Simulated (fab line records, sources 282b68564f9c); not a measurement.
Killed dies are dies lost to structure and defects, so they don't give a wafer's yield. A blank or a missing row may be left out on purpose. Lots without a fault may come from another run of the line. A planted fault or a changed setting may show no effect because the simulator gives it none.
A struck lot beside a sound one | flow rit_cmos | 30 steps out of a route of 202
Sound: wafers L778.1, L778.5, L778.6. Struck: wafers L783.2, L783.4, L783.6. The cause comes at the end.
At each step with rows: each side's tool, then ch and its chambers, then its first start. Under that, the readings that differ: sound wafers | struck wafers | difference of the means | sigmas: that difference in standard deviations of wafers without a fault.
alike: readings whose means differ by less than 2 such deviations, and words and numbers that are the same on both sides. not compared: withheld readings, readings that some wafer has no value for, bounds like >300 that may hide the same value, and numbers for which the record gives no deviation and whose values overlap.
The two part at a step that has a row with sigmas, a row that says differs or no value, or rows on one side only. Numbers that don't overlap but have no deviation are shown without sigmas and don't part them. A reading that every wafer of one side lacks parts them only if that side has two wafers or more.

RIT_FOX2_THK_MEAS_01:
  sound on film_metro-01, day 2 22:01; struck on film_metro-01, day 3 20:32
  alike: FOX2_OXIDE_THK
then, 2 steps without rows for these wafers: RIT_FOX2_CLEAN_02 (cleans in dHF, time 180 s); RIT_FOX2_WET_ETCH_03 (etches Si3N4 in H3PO4, target depth 195 nm, time 2700 s).
RIT_FOX2_THK_MEAS_90:
  sound on film_metro-02, day 2 23:47; struck on film_metro-02, day 3 21:25
  alike: FIELD_OXIDE_LEFT_1_THK
then, 6 steps without rows for these wafers: RIT_NWELL_HMDS_00 (prime time 60 s); RIT_NWELL_COAT_01 (resist thk 1312 nm); RIT_NWELL_SOFTBAKE_02 (time 60 s); RIT_NWELL_EXPOSE_03 (exposes mask M2, target cd 43900 nm); RIT_NWELL_PEB_04; RIT_NWELL_DEVELOP_05 (develop time 68 s).
RIT_NWELL_OVL_MEAS_06:
  sound on overlay-01, day 3 00:59; struck on overlay-02, day 3 22:21
  alike: NWELL_OVL
then, 1 step without rows for these wafers: RIT_NWELL_HARDBAKE_07 (time 120 s).
RIT_NWELL_IMPLANT_08:
  sound on implanter-01 ch 0, day 3 01:17; struck on implanter-03 ch 0, day 3 22:40
  reading                   | sound                | struck               | difference | sigmas
  beam_energy_keV           | 169.97 169.95 170.03 | 214.25 214.21 214.13 | +44.21     | +99 or more
  model.implant.rp_nm (nm)  | 211.2 211.2 211.2    | 267.3 267.3 267.3    | +56.1      |
  model.implant.drp_nm (nm) | 68.82 68.82 68.82    | 81.3 81.3 81.3       | +12.5      |
RIT_NWELL_STRIP_09: strips in O2, time 180 s.
  sound on plasma_asher-03 ch 0,1, day 3 01:26; struck on plasma_asher-03 ch 0, day 3 22:47
  alike: drypump_motor_current_A
  not compared: rf_hours_counter_h
RIT_NWELL_TW_MEAS_10:
  sound on film_metro-04, day 3 01:36; struck on film_metro-03, day 3 22:58
  reading  | sound          | struck         | difference | sigmas
  NWELL_TW | 2167 2167 2175 | 2254 2269 2261 | +92        | +5
then, 6 steps without rows for these wafers: RIT_PWELL_HMDS_00 (prime time 60 s); RIT_PWELL_COAT_01 (resist thk 1300 nm); RIT_PWELL_SOFTBAKE_02 (time 60 s); RIT_PWELL_EXPOSE_03 (exposes mask M3, target cd 43700 nm); RIT_PWELL_PEB_04; RIT_PWELL_DEVELOP_05 (develop time 68 s).
RIT_PWELL_OVL_MEAS_06:
  sound on overlay-02, day 3 02:40; struck on overlay-02, day 4 00:02
  alike: PWELL_OVL
then, 2 steps without rows for these wafers: RIT_PWELL_HARDBAKE_07 (time 120 s); RIT_PWELL_IMPLANT_08.
RIT_PWELL_STRIP_09: strips in O2, time 180 s.
  sound on plasma_asher-01 ch 0,1, day 3 03:07; struck on plasma_asher-04 ch 0,1, day 4 00:29
  alike: drypump_motor_current_A
  not compared: rf_hours_counter_h
RIT_PWELL_TW_MEAS_10:
  sound on film_metro-03, day 3 03:17; struck on film_metro-01, day 4 00:41
  alike: PWELL_TW
then, 1 step without rows for these wafers: RIT_WELLDRIVE_ANNEAL_00 (time 14700 s).
RIT_WELLDRIVE_RS_MEAS_01: measures by four-point-probe.
  sound on film_metro-01, day 3 08:26; struck on film_metro-01, day 4 08:01
  reading           | sound             | struck            | difference | sigmas
  NWELL_RS (ohm/sq) | 276.1 276.3 275.8 | 272.8 273.3 272.7 | -3.1       | -4
RIT_WELLDRIVE_RS_MEAS_02: measures by four-point-probe.
  sound on film_metro-01, day 3 08:33; struck on film_metro-01, day 4 08:08
  alike: PWELL_RS
RIT_M1_PROBE_99:
  sound on prober-02, day 4 15:34; struck on prober-01, day 5 15:56
  reading                                        | sound                | struck               | difference | sigmas
  model.etest.field_p_metal.vt_v (V)             | -28.99 -29.33 -28.94 | -43.24 -43.61 -42.84 | -14.14     |
  model.etest.field_p.vt_v (V)                   | -12.61 -12.62 -12.68 | -18.41 -18.46 -18.45 | -5.80      |
  model.etest.well_edge_right.line_ohm_um        | 183.6 183.3 181.8    | 177.5 181.2 181.1    | -3.0       |
  model.etest.well_edge_left.line_ohm_um         | 183.6 185.6 180.8    | 179.7 180.2 178      | -4.0       |
  model.etest.iso_nwell_nwell.bv_v (V)           | 22.15 22.2 21.25     | 20.18 19.76 20.01    | -1.88      |
  model.etest.iso_pplus_pwell.lateral_log10_a_um | -9.315 -9.211 -9.278 | -9.438 -9.452 -9.416 | -0.167     |
  alike: killed_at_front_end, killed_dies, killed_open, killed_short
  not compared: model.etest.nwell_pinched.rs_ohm_sq, model.etest.iso_nwell_nwell.lateral_log10_a_um

WHERE THEY PART
First at RIT_NWELL_IMPLANT_08; last, within this record, at RIT_WELLDRIVE_RS_MEAS_01. Later steps at which nothing parts them and some readings are alike: RIT_WELLDRIVE_RS_MEAS_02, RIT_M1_PROBE_99.

WHY: what the simulator had put in
Process parameter drift: implanter-03, from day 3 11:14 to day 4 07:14, at RIT_NWELL_IMPLANT_08. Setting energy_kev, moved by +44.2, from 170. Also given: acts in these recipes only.
